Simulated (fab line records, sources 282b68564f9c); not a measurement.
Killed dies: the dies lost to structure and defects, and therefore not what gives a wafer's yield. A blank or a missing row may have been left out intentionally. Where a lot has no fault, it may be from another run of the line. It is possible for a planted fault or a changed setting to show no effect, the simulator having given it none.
fab line records | flow ritCmos
record lots=6 wafers=18 lastDay=7
route steps=202 shown NRETRO@53 PRETRO@64 M1@202
lots that met no fault: taken from a fault-free run of the same line
startH: hours from the record's opening day to when the first of the lot's shown wafers began | waitH: how many hours have passed since the lot's step before this one | " identical to the entry in the row above | L1.1+2: several wafers, shown together as one row | - no value, or no start given | * or withheld: withheld | < > ~ a bound
route shown NAME@n: names a module that has steps shown in the file, with the first one's number in the route | usual: mean and standard deviation over wafers with no fault | same: alike in all rows | chamber/n: place in a boat | sites: each site's reading | _std_site: standard deviation across them | _edge_site: the outer-site mean with the inner-site mean subtracted | radiusMm: for every site, how far away it sits from the centre of the wafer | mask NAME#n: copy n | behind: tool/chamber where the wafer was last shaped | hold: what put the lot on hold/how long, in hours/how the hold closed | device: the n, p or np transistor that did not switch | end of line: the route-end tests of the same wafers | where a step has no rows: the recipe by itself | killed: dies that structure and defects cost at the first sort, which is not the same as the wafer's yield | map: the dies of a wafer, with x for killed, . for not killed, _ for no die there
set.NAME: the run value of the setting; set.NAME@STEP: its run value at that earlier step | model.NAME: the simulator's own value behind a step, which no gauge read
lots at selected steps of the route; one table per step, one row per wafer
## steps
# step RIT_NRETRO_HMDS_00
# recipe primeTimeS=60 primeTempC=140
# step RIT_NRETRO_COAT_01
# recipe resist=NOVOLAK spinRpm=2000 resistThkNm=1300
# step RIT_NRETRO_SOFTBAKE_02
# recipe resist=NOVOLAK tempC=90 timeS=60
# step RIT_NRETRO_EXPOSE_03
# recipe maskId=M4 na=0.57 targetCdNm=43900 doseMj=250
# step RIT_NRETRO_PEB_04
# recipe resist=NOVOLAK tempC=withheld timeS=withheld
# step RIT_NRETRO_DEVELOP_05
# recipe resist=NOVOLAK developTimeS=68 devTempC=23
# step RIT_NRETRO_OVL_MEAS_06
# usual NRETRO_OVL=-0.9/1.2
# columns lot.wafer tool chamber startH waitH NRETRO_OVL[nm]
L930.2 overlay-01 - 34.77 - -0.7
L930.3 " - " " -2.0
L930.4 " - " " -1.3
L937.1 overlay-01 - 68.80 - -1.6
L937.3 " - " " 0.0
L937.4 " - " " -0.5
L941.3 overlay-02 - 89.11 - -2.1
L941.4 " - " " -2.0
L941.6 " - " " -2.8
L949.3 overlay-01 - 129.17 - -1.0
L949.4 " - " " -1.0
L949.5 " - " " -2.3
L951.1 overlay-02 - 138.80 - -2.5
L951.3 " - " " -2.7
L951.5 " - " " -3.9
L952.4 overlay-02 - 144.23 - -0.1
L952.5 " - " " -0.9
L952.6 " - " " -1.0
# step RIT_NRETRO_HARDBAKE_07
# recipe resist=NOVOLAK tempC=140 timeS=120
# step RIT_NRETRO_IMPLANT_08
# recipe species=P energyKev=70.94 doseCm2=1e+13 tiltDeg=7
# step RIT_NRETRO_STRIP_09
# recipe chemistry=O2 timeS=180 resist=NOVOLAK platenTempC=withheld powerW=500 pressureMtorr=4000 o2FlowSccm=4000
# usual drypumpMotorCurrentA=5.72/0.23
# columns lot.wafer tool chamber startH waitH drypumpMotorCurrentA rfHoursCounterH
L930.2 plasmaAsher-02 1 35.20 0.1 5.89 40
L930.3 " 1 " " 5.85 -
L930.4 " 0 " " 5.52 -
L937.1 plasmaAsher-02 1 69.24 0.1 5.85 43
L937.3 " 1 " " 5.86 -
L937.4 " 0 " " 5.47 -
L941.3 plasmaAsher-04 1 89.59 0.1 6.12 -
L941.4 " 0 " " 5.51 -
L941.6 " 0 " " 5.48 -
L949.3 plasmaAsher-04 1 129.65 0.1 6.17 -
L949.4 " 0 " " 5.48 -
L949.5 " 1 " " 6.15 -
L951.1 plasmaAsher-04 1 139.24 0.1 6.18 33
L951.3 " 1 " " 6.16 -
L951.5 " 1 " " 6.14 -
L952.4 plasmaAsher-02 0 144.70 0.1 5.50 -
L952.5 " 1 " " 5.84 -
L952.6 " 0 " " 5.50 -
# step RIT_NRETRO_TW_MEAS_10
# usual NRETRO_TW=1056/6.2
# columns lot.wafer tool chamber startH waitH NRETRO_TW
L930.2 filmMetro-01 - 35.39 0.1 1053
L930.3 " - " " 1043
L930.4 " - " " 1045
L937.1 filmMetro-03 - 69.41 0.1 1064
L937.3 " - " " 1062
L937.4 " - " " 1065
L941.3 filmMetro-01 - 89.73 0.1 1056
L941.4 " - " " 1054
L941.6 " - " " 1049
L949.3 filmMetro-03 - 129.79 0.1 1060
L949.4 " - " " 1056
L949.5 " - " " 1064
L951.1 filmMetro-02 - 139.41 0.1 1061
L951.3 " - " " 1064
L951.5 " - " " 1059
L952.4 filmMetro-03 - 144.85 0.1 1053
L952.5 " - " " 1058
L952.6 " - " " 1057
# step RIT_PRETRO_HMDS_00
# recipe primeTimeS=60 primeTempC=140
# step RIT_PRETRO_COAT_01
# recipe resist=NOVOLAK spinRpm=2000 resistThkNm=1300
# usual dispensePressureKPa=51/3.4 resistLineTempC=23.01/0.11 spinSpeedRpm=2000.0/1.3
# columns lot.wafer tool chamber startH waitH dispensePressureKPa resistLineTempC spinSpeedRpm model.NOVOLAK_of_PRETRO_COAT_01.thkNm
L930.2 lithoTrack-01 0 35.61 0.1 49 23.08 1998.9 1295
L930.3 " 0 " " 49 22.91 2000.6 1296
L930.4 " 0 " " 50 23.11 2000.0 1295
L937.1 lithoTrack-01 0 69.80 0.1 50 23.00 2001.2 1302
L937.3 " 0 " " 50 23.10 1999.9 1300
L937.4 " 0 " " 50 23.05 2000.1 1306
L941.3 lithoTrack-02 0 89.97 0.1 49 23.05 1996.6 1295
L941.4 " 0 " " 49 22.99 2001.6 1290
L941.6 " 0 " " 49 23.17 1998.6 1290
L949.3 lithoTrack-02 0 130.03 0.1 49 22.95 1966.4 1314
L949.4 " 0 " " 49 23.13 1967.0 1317
L949.5 " 0 " " 49 22.98 1965.6 1317
L951.1 lithoTrack-02 0 139.62 0.1 49 22.92 1966.1 1307
L951.3 " 0 " " 49 22.88 1968.4 1311
L951.5 " 0 " " 49 22.99 1967.7 1310
L952.4 lithoTrack-01 0 145.11 0.1 49 22.99 2000.1 1299
L952.5 " 0 " " 49 23.07 2001.0 1301
L952.6 " 0 " " 50 22.92 1999.5 1298
# step RIT_PRETRO_SOFTBAKE_02
# recipe resist=NOVOLAK tempC=90.42 timeS=60
# step RIT_PRETRO_EXPOSE_03
# recipe maskId=M5 na=0.57 targetCdNm=43700 doseMj=250
# step RIT_PRETRO_PEB_04
# recipe resist=NOVOLAK tempC=withheld timeS=withheld
# step RIT_PRETRO_DEVELOP_05
# recipe resist=NOVOLAK developTimeS=68 devTempC=23
# step RIT_PRETRO_OVL_MEAS_06
# usual PRETRO_OVL=-0.3/1.3
# columns lot.wafer tool chamber startH waitH PRETRO_OVL[nm]
L930.2 overlay-02 - 36.32 - -0.6
L930.3 " - " " -0.2
L930.4 " - " " -0.5
L937.1 overlay-01 - 70.53 - -0.4
L937.3 " - " " -1.6
L937.4 " - " " -2.5
L941.3 overlay-02 - 90.79 - -0.5
L941.4 " - " " 0.3
L941.6 " - " " 0.1
L949.3 overlay-02 - 130.84 - 0.1
L949.4 " - " " 0.1
L949.5 " - " " 1.2
L951.1 overlay-02 - 140.48 - -0.4
L951.3 " - " " -1.6
L951.5 " - " " -1.3
L952.4 overlay-01 - 145.78 - -0.9
L952.5 " - " " -2.1
L952.6 " - " " -1.7
# step RIT_PRETRO_HARDBAKE_07
# recipe resist=NOVOLAK tempC=140 timeS=120
# usual resistLineTempC=22.98/0.095
# columns lot.wafer tool chamber startH waitH resistLineTempC model.NOVOLAK_of_PRETRO_COAT_01.thkNm
L930.2 lithoTrack-03 0 36.39 0.1 22.97 1133
L930.3 " 0 " " 23.00 1133
L930.4 " 0 " " 23.08 1133
L937.1 lithoTrack-02 0 70.57 0.0 23.02 1139
L937.3 " 0 " " 23.00 1137
L937.4 " 0 " " 22.97 1142
L941.3 lithoTrack-01 0 90.89 0.1 22.99 1133
L941.4 " 0 " " 23.14 1128
L941.6 " 0 " " 23.06 1128
L949.3 lithoTrack-02 0 130.95 0.1 22.90 1149
L949.4 " 0 " " 22.94 1152
L949.5 " 0 " " 22.83 1152
L951.1 lithoTrack-01 0 140.51 0.0 23.02 1143
L951.3 " 0 " " 22.97 1146
L951.5 " 0 " " 22.82 1146
L952.4 lithoTrack-03 0 145.92 0.1 22.92 1136
L952.5 " 0 " " 23.07 1137
L952.6 " 0 " " 22.98 1135
# step RIT_PRETRO_IMPLANT_08
# recipe species=B energyKev=45 doseCm2=1.2e+13 tiltDeg=7
# step RIT_M1_PROBE_99
# usual killedAtContacts=0.0/0.22 killedAtFrontEnd=6.5/3 killedDies=6.6/3 killedOpen=3.4/2.2 killedShort=3.3/1.7
# same grossDies=264 killed_at_M0_to_M3=0 killed_at_M4_up=0 killedAtBackSide=0 killedAtOther=0
# columns lot.wafer tool chamber startH waitH killedAtContacts killedAtFrontEnd killedDies killedOpen killedShort
L937.1 prober-01 - 96.85 0.1 0 7 7 4 3
L937.3 prober-01 - 96.95 0.2 0 13 13 9 4
L937.4 prober-01 - 97.00 0.2 0 7 7 6 1
L941.3 prober-01 - 116.40 0.2 1 11 12 10 2
L941.4 prober-01 - 116.45 0.2 0 7 7 3 4
L941.6 prober-01 - 116.55 0.2 0 8 8 3 5
L949.3 prober-01 - 158.54 0.2 1 7 8 3 5
L949.4 prober-01 - 158.59 0.2 0 5 5 5 0
L949.5 prober-01 - 158.64 0.2 0 11 11 7 4
L951.1 prober-01 - 168.78 0.1 0 11 11 6 5
L951.3 prober-01 - 168.88 0.2 0 3 3 1 2
L951.5 prober-01 - 168.98 0.2 0 7 7 3 4
L952.4 prober-02 - 171.66 0.2 0 7 7 5 2
L952.5 prober-02 - 171.71 0.2 0 8 8 2 6
L952.6 prober-02 - 171.76 0.2 0 7 7 3 4
# killed by level:class
L937.1 FOX1:geometricParticle:short=2 FOX1:geometricParticle:open=2 GATE:geometricParticle:short=1 SPACER:geometricParticle:open=1 SILICIDE:geometricParticle:open=1
L937.3 GATE:geometricParticle:open=4 REOX:geometricParticle:open=3 REOX:geometricParticle:short=2 FOX1:geometricParticle:open=1 FOX1:geometricParticle:short=1 GATE:geometricParticle:short=1 SPACER:geometricParticle:open=1
L937.4 REOX:geometricParticle:open=3 FOX1:geometricParticle:open=1 FOX2:geometricParticle:short=1 FOX2:geometricParticle:open=1 SPACER:geometricParticle:open=1
L941.3 REOX:geometricParticle:open=5 GATE:geometricParticle:open=2 FOX1:geometricParticle:short=1 FOX1:geometricParticle:open=1 FOX2:geometricParticle:open=1 SPACER:geometricParticle:short=1 CONTACT:geometricParticle:open=1
L941.4 FOX1:geometricParticle:open=1 FOX1:geometricParticle:short=1 GATE:geometricParticle:open=1 REOX:geometricParticle:short=1 SPACER:geometricParticle:short=1 SILICIDE:geometricParticle:short=1 SILICIDE:geometricParticle:open=1
L941.6 SPACER:geometricParticle:short=2 FOX1:geometricParticle:short=1 FOX1:geometricParticle:open=1 GATE:geometricParticle:short=1 REOX:geometricParticle:open=1 REOX:geometricParticle:short=1 SPACER:geometricParticle:open=1
L949.3 GATE:geometricParticle:short=3 FOX2:geometricParticle:open=1 GATE:geometricParticle:open=1 SPACER:geometricParticle:short=1 SILICIDE:geometricParticle:open=1 CONTACT:geometricParticle:short=1
L949.4 REOX:geometricParticle:open=3 SILICIDE:geometricParticle:open=2
L949.5 GATE:geometricParticle:open=2 REOX:geometricParticle:open=2 SILICIDE:geometricParticle:open=2 FOX2:geometricParticle:short=1 GATE:geometricParticle:short=1 SPACER:geometricParticle:open=1 SPACER:geometricParticle:short=1 SILICIDE:geometricParticle:short=1
L951.1 GATE:geometricParticle:short=3 GATE:geometricParticle:open=3 FOX1:geometricParticle:open=2 SILICIDE:geometricParticle:short=2 REOX:geometricParticle:open=1
L951.3 GATE:geometricParticle:short=1 SPACER:geometricParticle:short=1 SPACER:geometricParticle:open=1
L951.5 GATE:geometricParticle:short=3 GATE:geometricParticle:open=3 FOX1:geometricParticle:short=1
L952.4 FOX2:geometricParticle:open=2 FOX1:geometricParticle:open=1 FOX2:geometricParticle:short=1 GATE:geometricParticle:open=1 GATE:geometricParticle:short=1 REOX:geometricParticle:open=1
L952.5 GATE:geometricParticle:short=4 FOX2:geometricParticle:short=1 FOX2:geometricParticle:open=1 REOX:geometricParticle:open=1 SPACER:geometricParticle:short=1
L952.6 GATE:geometricParticle:open=2 SILICIDE:geometricParticle:short=2 FOX1:geometricParticle:open=1 FOX2:geometricParticle:short=1 GATE:geometricParticle:short=1
## key
firstSign step=RIT_PRETRO_COAT_01 reading=spinSpeedRpm direction=down sigmas=25 usual=2000.0 struck=1966.9
effect none on later readings
modelEffect step=RIT_PRETRO_COAT_01 value=NOVOLAK_of_PRETRO_COAT_01.thkNm without=1301 struck=1313
modelEffect step=RIT_PRETRO_HARDBAKE_07 value=NOVOLAK_of_PRETRO_COAT_01.thkNm without=1138 struck=1148
metAt RIT_PRETRO_COAT_01
struckWafers L949.3,L949.4,L949.5,L951.1,L951.3,L951.5
testerLeftOut L949,L951
onsetBetween 89.97 130.03
fault kind=processParameterDrift tool=lithoTrack-02 chamber=- onsetH=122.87 steps=RIT_PRETRO_COAT_01 channel=spinRpm offset=-33.998 shape=step endH=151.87 actsIn=theseRecipesOnly stated=2000
# testerLeftOut: of these lots the tester's yield and bins aren't shown, on N5 and GAA mostly nor the transistor test; their killed dies are dies lost to structure and defects alone, not to doping, threshold or leakage, so they don't give the yield
